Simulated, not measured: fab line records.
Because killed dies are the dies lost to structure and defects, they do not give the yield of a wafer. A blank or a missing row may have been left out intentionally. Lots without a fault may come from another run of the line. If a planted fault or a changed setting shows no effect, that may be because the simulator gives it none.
Which tool did it? -- flow berkeley_cmos170 -- 14 lots with 42 wafers sampled at 6 steps, on a route of 331 steps

## WHAT EACH GAUGE READ, for each wafer
UCB170_SDANNEAL_RS_MEAS_02: uses a four-point probe to measure.
lot,measured,on,PSD_RS (ohm/sq)
L188,day 7 17:37,film_metro-04,77.3 76.9 77.1
L190,day 8 03:23,film_metro-02,76.6 76.5 76.5
L192,day 8 19:30,film_metro-02,77.2 77.3 77.5
L193,day 9 04:19,film_metro-02,76.4 76.6 76.2
L195,day 9 15:12,film_metro-03,76.9 76.7 76.7
L196,day 9 15:39,film_metro-04,76.5 76.6 76.9
L203,day 10 18:21,film_metro-04,76.6 76.7 76.9
L202,day 10 18:32,film_metro-02,76.6 76.4 76.5
L205,day 11 16:37,film_metro-03,76.8 76.6 76.8
L204,day 11 20:29,film_metro-04,76.3 76.5 76.1
L208,day 11 23:32,film_metro-04,76.6 76.7 77.0
L207,day 12 00:01,film_metro-02,76.5 76.5 76.4
L210,day 13 00:33,film_metro-03,77.0 77.0 77.1
L209,day 13 00:41,film_metro-02,76.9 76.7 77.0

UCB170_CONTACT_THK_MEAS_02.
lot,measured,on,CONTACT_PSG_THK (nm)
L188,day 7 21:38,film_metro-04,695 698 701
L190,day 8 07:05,film_metro-03,695 699 694
L192,day 9 00:04,film_metro-04,696 696 695
L193,day 9 08:05,film_metro-01,693 700 694
L195,day 9 19:25,film_metro-03,697 696 696
L196,day 9 21:11,film_metro-03,686 694 690
L203,day 10 21:11,film_metro-01,710 705 701
L202,day 10 22:58,film_metro-01,703 702 703
L205,day 11 20:19,film_metro-01,702 691 696
L204,day 12 00:11,film_metro-04,703 701 702
L208,day 12 03:14,film_metro-01,693 695 699
L207,day 12 02:49,film_metro-03,701 697 694
L210,day 13 04:16,film_metro-01,687 689 689
L209,day 13 04:38,film_metro-04,704 703 698

UCB170_V1_BOW_MEAS_03.
lot,measured,on,V1_BOW (um)
L188,day 8 03:44,film_metro-01,11 14 9
L190,day 8 19:07,film_metro-02,20 16 20
L192,day 9 07:15,film_metro-02,25 17 15
L193,day 9 14:29,film_metro-01,24 19 28
L195,day 10 03:09,film_metro-03,-13 5 4
L196,day 10 04:31,film_metro-03,7 -1 4
L203,day 11 03:56,film_metro-01,21 11 10
L202,day 11 05:16,film_metro-01,14 20 18
L205,day 12 02:57,film_metro-02,19 17 30
L204,day 12 07:41,film_metro-03,19 13 20
L208,day 12 10:22,film_metro-03,30 24 18
L207,day 12 09:08,film_metro-01,7 18 8
L210,day 13 10:37,film_metro-03,31 25 14
L209,day 13 11:57,film_metro-03,15 25 9

UCB170_V1_OVL_MEAS_13.
lot,measured,on,V1_OVL (nm)
L188,day 8 07:06,overlay-02,1 6 -11
L190,day 8 21:16,overlay-01,-3 0 7
L192,day 9 08:47,overlay-02,-4 0 2
L193,day 9 15:58,overlay-01,-5 -4 -8
L195,day 10 07:52,overlay-02,5 1 7
L196,day 10 07:54,overlay-01,0 4 0
L203,day 11 05:16,overlay-02,-3 -12 -3
L202,day 11 07:37,overlay-02,-5 -3 -11
L205,day 12 06:08,overlay-01,-6 -6 -2
L204,day 12 09:37,overlay-01,4 0 -7
L208,day 12 13:03,overlay-01,2 -1 13
L207,day 12 11:04,overlay-02,-8 2 7
L210,day 13 13:17,overlay-02,0 2 -5
L209,day 13 13:50,overlay-02,8 -1 11

UCB170_V1_CD_MEAS_90: target cd 700 nm.
lot,measured,on,cd_nm (nm)
L188,day 8 07:25,cd_sem-02,694.5 696.2 696.2
L190,day 8 21:36,cd_sem-02,702.1 699.6 700.3
L192,day 9 09:07,cd_sem-01,701.0 700.6 700.1
L193,day 9 16:17,cd_sem-01,699.4 698.1 698.4
L195,day 10 08:11,cd_sem-01,- - -
L196,day 10 08:14,cd_sem-02,- - -
L203,day 11 05:34,cd_sem-02,702.0 700.8 700.1
L202,day 11 07:56,cd_sem-02,699.1 698.8 696.2
L205,day 12 06:29,cd_sem-02,698.3 695.9 697.2
L204,day 12 09:56,cd_sem-01,698.6 696.4 696.7
L208,day 12 13:22,cd_sem-01,701.5 701.0 700.7
L207,day 12 11:24,cd_sem-02,699.3 697.5 698.1
L210,day 13 13:37,cd_sem-01,698.4 697.8 695.4
L209,day 13 14:10,cd_sem-01,699.7 699.4 699.5

## EACH LOT AND THE TOOL THAT RAN IT (in order: tool; ch and the chambers of the sampled wafers; start)
lot,UCB170_V1_CVD_00
L188,"pecvd-04 ch 0,1, day 8 03:14"
L190,"pecvd-03 ch 1, day 8 18:30"
L192,"pecvd-03 ch 1,2, day 9 06:43"
L193,"pecvd-01 ch 0,1,2, day 9 13:58"
L195,"pecvd-01 ch 0,1,2, day 10 02:38"
L196,"pecvd-03 ch 0,1,2, day 10 03:58"
L203,"pecvd-04 ch 0,1, day 11 03:25"
L202,"pecvd-04 ch 0,1,2, day 11 04:46"
L205,"pecvd-01 ch 1,2, day 12 02:24"
L204,"pecvd-03 ch 1,2, day 12 07:10"
L208,"pecvd-04 ch 0,1, day 12 09:50"
L207,"pecvd-01 ch 1,2, day 12 08:35"
L210,"pecvd-04 ch 0,1,2, day 13 10:05"
L209,"pecvd-01 ch 0,1, day 13 11:25"
- UCB170_V1_CVD_00: deposits SiO2 from TEOS/O2, target thk 2000 nm, time 250 s.

## WHAT THE TOOLS THEMSELVES READ (means of the sampled wafers that have a number; where no wafer has one, the mark that the record gives instead)
UCB170_V1_CVD_00.
lot,tool,heater_power_w (W),pressure_mtorr (mTorr)
L188,pecvd-04,288,8988
L190,pecvd-03,145,8982
L192,pecvd-03,190,8979
L193,pecvd-01,226,8985
L195,pecvd-01,-,-
L196,pecvd-03,-,-
L203,pecvd-04,285,9010
L202,pecvd-04,317,9005
L205,pecvd-01,187,9011
L204,pecvd-03,212,9018
L208,pecvd-04,310,9008
L207,pecvd-01,195,8987
L210,pecvd-04,290,9017
L209,pecvd-01,197,8992

## THE ANSWER, worked out from the rows above alone
Rule: what is usual is taken from the lots themselves. The widest of any qualifying gaps counts: lots, ordered by their means at a reading, are off when they make up no more than a third of the lots, leave a main group of 4 or more, and stand apart from it by 3 or more times the standard deviation of that group's means. Not used: any main group whose means are identical at the precision the tables above print for the reading. A lot without any number at a reading at which 4 lots or more have one is off too. All remaining lots with rows at the step are treated as sound. Order of review: gauges by route order, followed by the tools' own readings, for which a lot's mean as printed above is used. The first step at which some lot is off is used, and at that step the reading that is off furthest; a lot without a number counts as furthest.
Off at UCB170_V1_CD_MEAS_90 (cd_nm): L195, L196. Without a number there: L195, L196. For the main group the mean is 698.7 nm and the standard deviation 1.7.
A tool fits if, at a process step before that reading, it ran every lot that is off, and no sound lot after the first of them. Not tried: the gauges at UCB170_V1_CD_MEAS_90; whatever is off there is also off at UCB170_V1_CVD_00, on other tools, and gauge error can't account for it. Not one of the candidates tried fits.

## WHAT THE SIMULATOR HAD INSERTED
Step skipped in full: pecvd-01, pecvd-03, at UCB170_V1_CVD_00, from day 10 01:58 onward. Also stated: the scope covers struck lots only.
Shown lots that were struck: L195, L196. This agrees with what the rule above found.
